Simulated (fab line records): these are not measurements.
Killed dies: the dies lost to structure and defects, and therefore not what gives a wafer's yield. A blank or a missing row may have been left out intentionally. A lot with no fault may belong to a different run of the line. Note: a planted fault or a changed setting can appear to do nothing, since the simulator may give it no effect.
Which of the tools did it?    flow rit_cmos    Sampling: 14 lots, 42 wafers, 6 of 202 route steps

## WHAT THE GAUGES READ, wafer by wafer
RIT_NWELL_TW_MEAS_10.
lot   measured     on             NWELL_TW
L509  day 1 23:56  film_metro-03  2179 2184 2177
L510  day 2 05:38  film_metro-03  2195 2177 2174
L512  day 2 13:19  film_metro-01  2115 2113 2121
L513  day 2 18:04  film_metro-03  2197 2170 2185
L514  day 2 23:29  film_metro-03  2184 2189 2204
L516  day 3 08:55  film_metro-01  2112 2104 2110
L517  day 3 16:16  film_metro-04  2147 2138 2141
L523  day 4 20:59  film_metro-01  2104 2110 2100
L524  day 5 01:15  film_metro-03  2185 2167 2180
L527  day 5 15:53  film_metro-01  2101 2108 2107
L528  day 6 06:02  film_metro-04  2165 2167 2165
L530  day 6 11:18  film_metro-01  2122 2109 2121
L531  day 6 11:38  film_metro-01  2111 2105 2109
L532  day 6 20:31  film_metro-03  2178 2184 2182

RIT_GATE_THK_MEAS_09.
lot   measured     on             GATE_POLY_THK (nm)
L509  day 2 16:44  film_metro-04  253.0 251.1 253.3
L510  day 2 20:19  film_metro-02  247.0 248.3 249.7
L512  day 3 04:37  film_metro-02  246.8 248.6 248.8
L513  day 3 10:31  film_metro-04  265.7 264.4 267.1
L514  day 3 13:53  film_metro-03  247.7 245.9 248.2
L516  day 4 00:03  film_metro-03  266.0 264.3 266.2
L517  day 4 07:37  film_metro-03  254.5 254.5 252.8
L523  day 5 14:59  film_metro-02  251.7 250.8 252.4
L524  day 5 21:26  film_metro-03  251.3 250.4 254.7
L527  day 6 10:40  film_metro-03  253.8 252.7 254.0
L528  day 6 23:12  film_metro-03  252.1 253.0 254.8
L530  day 7 01:28  film_metro-03  249.1 247.7 247.8
L531  day 7 07:44  film_metro-02  246.1 250.2 248.0
L532  day 7 14:05  film_metro-03  248.9 249.5 249.4

RIT_REOX_THK_MEAS_04.
lot   measured     on             REOX_OXIDE_THK (nm)
L509  day 2 21:26  film_metro-03  25.4 25.6 25.7
L510  day 3 01:36  film_metro-03  25.5 25.0 25.4
L512  day 3 09:24  film_metro-03  25.2 25.4 25.1
L513  day 3 15:38  film_metro-04  24.5 24.4 24.7
L514  day 3 19:32  film_metro-03  24.8 24.6 24.7
L516  day 4 04:37  film_metro-01  24.8 24.9 24.6
L517  day 4 12:49  film_metro-03  25.1 24.3 25.0
L523  day 5 23:18  film_metro-01  25.6 25.6 25.4
L524  day 6 05:56  film_metro-03  25.2 25.1 25.0
L527  day 6 15:46  film_metro-03  26.1 25.6 26.2
L528  day 7 05:49  film_metro-04  25.0 24.7 25.1
L530  day 7 09:55  film_metro-01  25.1 25.0 25.4
L531  day 7 13:55  film_metro-01  24.9 25.3 25.1
L532  day 7 18:37  film_metro-01  24.3 24.3 24.4

## TOOL THAT RAN EACH LOT (tool first, then ch and the chambers of the sampled wafers, then the start)
lot   RIT_NWELL_STRIP_09                   RIT_GATE_CVD_08             RIT_GATE_ETCH_19
L509  plasma_asher-03 ch 0, day 1 23:45    lpcvd-02 ch 0, day 2 15:06  rie_si-02 ch 0,2,3, day 2 18:06
L510  plasma_asher-04 ch 0,1, day 2 05:27  lpcvd-02 ch 0, day 2 18:43  rie_si-01 ch 0,2,3, day 2 21:40
L512  plasma_asher-04 ch 0,1, day 2 13:10  lpcvd-01 ch 1, day 3 02:58  rie_si-01 ch 0,1, day 3 05:48
L513  plasma_asher-04 ch 0,1, day 2 17:52  lpcvd-02 ch 1, day 3 08:53  rie_si-02 ch 1,2, day 3 11:44
L514  plasma_asher-03 ch 0,1, day 2 23:21  lpcvd-01 ch 1, day 3 12:14  rie_si-01 ch 1,3, day 3 15:19
L516  plasma_asher-03 ch 0,1, day 3 08:44  lpcvd-02 ch 1, day 3 22:26  rie_si-01 ch 0,1,3, day 4 01:16
L517  plasma_asher-02 ch 0,1, day 3 16:05  lpcvd-01 ch 1, day 4 06:00  rie_si-02 ch 1,2, day 4 08:50
L523  plasma_asher-03 ch 0,1, day 4 20:49  lpcvd-01 ch 1, day 5 12:34  rie_si-02 ch 1,2,3, day 5 16:13
L524  plasma_asher-02 ch 0,1, day 5 01:04  lpcvd-01 ch 0, day 5 19:49  rie_si-01 ch 0,2,3, day 5 22:46
L527  plasma_asher-04 ch 0,1, day 5 15:41  lpcvd-02 ch 0, day 6 09:02  rie_si-02 ch 1,2,3, day 6 12:11
L528  plasma_asher-02 ch 0, day 6 05:50    lpcvd-01 ch 0, day 6 21:35  rie_si-01 ch 1,2, day 7 00:35
L530  plasma_asher-03 ch 0,1, day 6 11:07  lpcvd-02 ch 0, day 6 23:51  rie_si-01 ch 0,2,3, day 7 02:41
L531  plasma_asher-02 ch 0,1, day 6 11:27  lpcvd-02 ch 1, day 7 06:07  rie_si-02 ch 1,2, day 7 08:56
L532  plasma_asher-04 ch 0,1, day 6 20:20  lpcvd-02 ch 1, day 7 12:28  rie_si-01 ch 1,2, day 7 15:17
- RIT_NWELL_STRIP_09: strips in O2, time 180 s.
- RIT_GATE_CVD_08: deposits poly-Si from SiH4, target thk 250 nm, time 2220 s.
- RIT_GATE_ETCH_19: etches poly-Si in SF6/CHF3/O2, stops on SiO2, time 165 s, target depth 312.5 nm.

## WHAT THE TOOLS THEMSELVES READ (means of the sampled wafers that have a number; where no wafer has one, the mark that the record gives instead)
RIT_NWELL_STRIP_09.
lot   tool             chamber_pressure_mTorr (mTorr)  drypump_motor_current_A (A)
L509  plasma_asher-03  4002                            6.15
L510  plasma_asher-04  4003                            6.29
L512  plasma_asher-04  4000                            6.17
L513  plasma_asher-04  4001                            6.20
L514  plasma_asher-03  3997                            6.10
L516  plasma_asher-03  3998                            6.07
L517  plasma_asher-02  4001                            5.96
L523  plasma_asher-03  3999                            6.10
L524  plasma_asher-02  4002                            5.93
L527  plasma_asher-04  3995                            6.26
L528  plasma_asher-02  4005                            6.03
L530  plasma_asher-03  4001                            6.09
L531  plasma_asher-02  3995                            5.83
L532  plasma_asher-04  3998                            6.30

RIT_GATE_CVD_08.
lot   tool      sih4_flow_sccm (sccm)  spike_tc_source_C (C)
L509  lpcvd-02  99.96                  629.5
L510  lpcvd-02  100.50                 628.3
L512  lpcvd-01  100.07                 629.1
L513  lpcvd-02  100.08                 632.1
L514  lpcvd-01  100.16                 629.1
L516  lpcvd-02  100.17                 632.6
L517  lpcvd-01  99.73                  629.1
L523  lpcvd-01  100.10                 629.2
L524  lpcvd-01  99.49                  630.6
L527  lpcvd-02  100.01                 629.0
L528  lpcvd-01  100.11                 629.8
L530  lpcvd-02  100.23                 629.8
L531  lpcvd-02  99.77                  633.8
L532  lpcvd-02  100.02                 631.5

RIT_GATE_ETCH_19.
lot   tool       O2_flow_sccm (sccm)  chamber_pressure_mTorr (mTorr)  drypump_motor_current_A (A)  he_backside_leak_sccm (sccm)  oes_product_au (a.u.)  rf_fwd_power_W (W)  throttle_valve_pct (%)
L509  rie_si-02  4.992                39.98                           6.1                          2.85                          0.840                  159.1               10.35
L510  rie_si-01  5.005                40.01                           5.8                          2.78                          0.843                  159.4               10.21
L512  rie_si-01  5.003                40.01                           6.2                          2.76                          0.847                  159.0               10.26
L513  rie_si-02  5.016                40.04                           5.9                          2.76                          0.877                  158.9               10.26
L514  rie_si-01  5.005                40.01                           6.3                          2.59                          0.841                  159.1               10.20
L516  rie_si-01  4.990                39.97                           6.1                          2.75                          0.885                  159.2               10.25
L517  rie_si-02  4.990                39.98                           6.1                          3.06                          0.847                  159.7               10.17
L523  rie_si-02  5.002                40.00                           6.0                          2.75                          0.853                  159.2               10.28
L524  rie_si-01  5.001                39.99                           5.8                          2.69                          0.854                  159.3               10.21
L527  rie_si-02  4.999                40.02                           6.1                          2.70                          0.859                  159.0               10.29
L528  rie_si-01  5.002                39.99                           6.0                          2.64                          0.864                  158.8               10.18
L530  rie_si-01  5.007                40.03                           5.7                          2.63                          0.848                  159.5               10.22
L531  rie_si-02  4.996                40.02                           6.0                          2.67                          0.842                  158.9               10.26
L532  rie_si-01  4.994                40.03                           6.0                          2.71                          0.847                  159.4               10.18

## THE ANSWER, worked out from the rows above alone
Rule: usual is defined by the lots themselves. Put in order of their means at a reading, lots are off if they are a third of the lots or fewer, leave a main group of 4 or more, and stand apart from it by a gap of 3 or more times the standard deviation of the main group's means; of several such gaps the widest counts. Not used: any main group whose means are identical at the precision the tables above print for the reading. Also off: a lot with no number at a reading for which 4 or more lots have one. Where the step has rows for the other lots, those lots are counted as sound. The gauges are gone through in route order, then the tools' own readings, and for those a lot's mean is taken as printed above. At the first step where some lot is off, the reading lying furthest off is the one used; lots without a number count as furthest.
Off: L513, L516, seen at RIT_GATE_THK_MEAS_09 (GATE_POLY_THK). Mean 250.5 nm and standard deviation 2.4 in the main group.
If a tool, at a process step before that reading, ran all the lots that are off and no sound lot after the first of them, it fits. The gauges at RIT_GATE_THK_MEAS_09 are tried like those tools. None of those tried fits.

## WHAT THE SIMULATOR HAD PUT IN
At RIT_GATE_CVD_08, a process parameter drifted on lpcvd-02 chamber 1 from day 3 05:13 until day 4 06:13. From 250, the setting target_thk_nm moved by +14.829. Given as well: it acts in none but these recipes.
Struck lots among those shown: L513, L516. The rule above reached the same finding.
